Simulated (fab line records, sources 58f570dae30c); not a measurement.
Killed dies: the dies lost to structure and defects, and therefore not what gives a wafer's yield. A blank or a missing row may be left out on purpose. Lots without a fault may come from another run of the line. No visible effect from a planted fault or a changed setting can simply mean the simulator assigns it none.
Check for tools in common / flow berkeley-cmos170 / Sampled: 12 lots, 36 wafers

WHAT PROMPTED THE OPENING
On 2 of the 12 lots, a flag is raised at UCB170_M2_CD_MEAS_90 on the reading cd-nm. Fault-free wafers read 700 nm, with a standard deviation of 3.5.
Rule: a lot is flagged in two cases, either no wafer of it has a number, or all its wafers with numbers fall more than 4 standard deviations from that mean. The other lots count as sound.

lot=L943; measured=day 8 22:45; on=cd-sem-01; cd-nm (nm), wafer by wafer=695 697 692; flag=
lot=L942; measured=day 9 02:24; on=cd-sem-01; cd-nm (nm), wafer by wafer=693 699 696; flag=
lot=L949; measured=day 10 05:21; on=cd-sem-02; cd-nm (nm), wafer by wafer=719 723 722; flag=FLAGGED
lot=L950; measured=day 10 17:44; on=cd-sem-01; cd-nm (nm), wafer by wafer=722 722 720; flag=FLAGGED
lot=L957; measured=day 11 14:43; on=cd-sem-02; cd-nm (nm), wafer by wafer=700 703 700; flag=
lot=L956; measured=day 11 15:23; on=cd-sem-01; cd-nm (nm), wafer by wafer=699 711 701; flag=
lot=L955; measured=day 11 18:44; on=cd-sem-02; cd-nm (nm), wafer by wafer=697 702 698; flag=
lot=L959; measured=day 12 14:14; on=cd-sem-02; cd-nm (nm), wafer by wafer=698 699 696; flag=
lot=L961; measured=day 12 16:37; on=cd-sem-02; cd-nm (nm), wafer by wafer=702 697 702; flag=
lot=L958; measured=day 12 18:26; on=cd-sem-02; cd-nm (nm), wafer by wafer=701 696 699; flag=
lot=L962; measured=day 12 21:01; on=cd-sem-01; cd-nm (nm), wafer by wafer=704 699 706; flag=
lot=L960; measured=day 13 04:07; on=cd-sem-02; cd-nm (nm), wafer by wafer=698 700 701; flag=
On average the flagged lots' numbers are 721 nm, which is +21 nm against the usual, or +6 standard deviations.

EACH LOT AND THE TOOL IT RAN ON
Before the reading, the record contains 3 process steps out of a 331-step route. Read each cell as the tool, then ch plus the chambers that the sampled wafers visited, then the start.
lot=L943; flag=; UCB170_NVT_STRIP_08=plasma-asher-03 ch 0,1, day 6 21:23; UCB170_M2_METAL_ETCH_18=rie-metal-03 ch 0, day 8 22:28; UCB170_M2_STRIP_19=plasma-asher-04 ch 0,1, day 8 22:39
lot=L942; flag=; UCB170_NVT_STRIP_08=plasma-asher-01 ch 0,1, day 6 21:07; UCB170_M2_METAL_ETCH_18=rie-metal-02 ch 0,1, day 9 02:07; UCB170_M2_STRIP_19=plasma-asher-01 ch 0,1, day 9 02:18
lot=L949; flag=FLAGGED; UCB170_NVT_STRIP_08=plasma-asher-01 ch 0,1, day 8 07:33; UCB170_M2_METAL_ETCH_18=rie-metal-02 ch 0, day 10 04:58; UCB170_M2_STRIP_19=plasma-asher-04 ch 0,1, day 10 05:14
lot=L950; flag=FLAGGED; UCB170_NVT_STRIP_08=plasma-asher-02 ch 0,1, day 8 13:38; UCB170_M2_METAL_ETCH_18=rie-metal-02 ch 0,1, day 10 17:28; UCB170_M2_STRIP_19=plasma-asher-01 ch 0,1, day 10 17:38
lot=L957; flag=; UCB170_NVT_STRIP_08=plasma-asher-02 ch 0,1, day 9 17:17; UCB170_M2_METAL_ETCH_18=rie-metal-01 ch 0,1, day 11 14:26; UCB170_M2_STRIP_19=plasma-asher-04 ch 0,1, day 11 14:36
lot=L956; flag=; UCB170_NVT_STRIP_08=plasma-asher-03 ch 0,1, day 9 17:29; UCB170_M2_METAL_ETCH_18=rie-metal-03 ch 0,1, day 11 15:06; UCB170_M2_STRIP_19=plasma-asher-01 ch 0,1, day 11 15:17
lot=L955; flag=; UCB170_NVT_STRIP_08=plasma-asher-01 ch 0,1, day 9 12:20; UCB170_M2_METAL_ETCH_18=rie-metal-01 ch 0,1, day 11 18:26; UCB170_M2_STRIP_19=plasma-asher-01 ch 0,1, day 11 18:38
lot=L959; flag=; UCB170_NVT_STRIP_08=plasma-asher-02 ch 0,1, day 10 14:40; UCB170_M2_METAL_ETCH_18=rie-metal-01 ch 0,1, day 12 13:55; UCB170_M2_STRIP_19=plasma-asher-03 ch 0,1, day 12 14:07
lot=L961; flag=; UCB170_NVT_STRIP_08=plasma-asher-02 ch 0,1, day 10 14:56; UCB170_M2_METAL_ETCH_18=rie-metal-01 ch 0,1, day 12 16:21; UCB170_M2_STRIP_19=plasma-asher-03 ch 0,1, day 12 16:31
lot=L958; flag=; UCB170_NVT_STRIP_08=plasma-asher-01 ch 0,1, day 10 14:44; UCB170_M2_METAL_ETCH_18=rie-metal-01 ch 0,1, day 12 18:08; UCB170_M2_STRIP_19=plasma-asher-03 ch 0,1, day 12 18:20
lot=L962; flag=; UCB170_NVT_STRIP_08=plasma-asher-03 ch 1, day 10 21:44; UCB170_M2_METAL_ETCH_18=rie-metal-03 ch 0,1, day 12 20:44; UCB170_M2_STRIP_19=plasma-asher-04 ch 0,1, day 12 20:55
lot=L960; flag=; UCB170_NVT_STRIP_08=plasma-asher-01 ch 0,1, day 10 21:31; UCB170_M2_METAL_ETCH_18=rie-metal-01 ch 0,1, day 13 03:50; UCB170_M2_STRIP_19=plasma-asher-04 ch 0,1, day 13 04:00
What these steps do:
- UCB170_NVT_STRIP_08: strips in O2.
- UCB170_M2_METAL_ETCH_18: etches Al in Cl2/BCl3, stops on SiO2, target depth 1170 nm, time 195 s.
- UCB170_M2_STRIP_19: strips in O2.
- UCB170_M2_CD_MEAS_90: target cd 700 nm.

FLAGGED OVER TOTAL, TOOL BY TOOL (the gauges that took the reading come last)
step=UCB170_NVT_STRIP_08; tool=plasma-asher-01; lots run=5; flagged=1; share of the flagged lots=some; sound lots run after its first flagged lot=3 (L955,L958,L960)
step=UCB170_NVT_STRIP_08; tool=plasma-asher-02; lots run=4; flagged=1; share of the flagged lots=some; sound lots run after its first flagged lot=3 (L957,L959,L961)
step=UCB170_NVT_STRIP_08; tool=plasma-asher-03; lots run=3; flagged=0; share of the flagged lots=none; sound lots run after its first flagged lot=-
step=UCB170_M2_METAL_ETCH_18; tool=rie-metal-01; lots run=6; flagged=0; share of the flagged lots=none; sound lots run after its first flagged lot=-
step=UCB170_M2_METAL_ETCH_18; tool=rie-metal-02; lots run=3; flagged=2; share of the flagged lots=all; sound lots run after its first flagged lot=0
step=UCB170_M2_METAL_ETCH_18; tool=rie-metal-03; lots run=3; flagged=0; share of the flagged lots=none; sound lots run after its first flagged lot=-
step=UCB170_M2_STRIP_19; tool=plasma-asher-01; lots run=4; flagged=1; share of the flagged lots=some; sound lots run after its first flagged lot=2 (L956,L955)
step=UCB170_M2_STRIP_19; tool=plasma-asher-03; lots run=3; flagged=0; share of the flagged lots=none; sound lots run after its first flagged lot=-
step=UCB170_M2_STRIP_19; tool=plasma-asher-04; lots run=5; flagged=1; share of the flagged lots=some; sound lots run after its first flagged lot=3 (L957,L962,L960)
step=UCB170_M2_CD_MEAS_90; tool=cd-sem-01; lots run=5; flagged=1; share of the flagged lots=some; sound lots run after its first flagged lot=2 (L956,L962)
step=UCB170_M2_CD_MEAS_90; tool=cd-sem-02; lots run=7; flagged=1; share of the flagged lots=some; sound lots run after its first flagged lot=6 (L957,L955,L959,L961,L958,L960)

WHAT THE TABLE ALLOWS
1 row of the table ran every flagged lot: rie-metal-02 at UCB170_M2_METAL_ETCH_18.
- rie-metal-02 at UCB170_M2_METAL_ETCH_18 ran 3 lots, 2 of them flagged. Last sound lot L942 at day 9 02:07, first flagged lot L949 at day 10 04:58; a fault beginning in between fits.
Just one tool remains: rie-metal-02 at UCB170_M2_METAL_ETCH_18.

WHAT THE SIMULATOR PUT IN
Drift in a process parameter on rie-metal-02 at UCB170_M2_METAL_ETCH_18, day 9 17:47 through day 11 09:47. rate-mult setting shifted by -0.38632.
Shown lots that were struck: L949, L950. The same result came from the rule above.
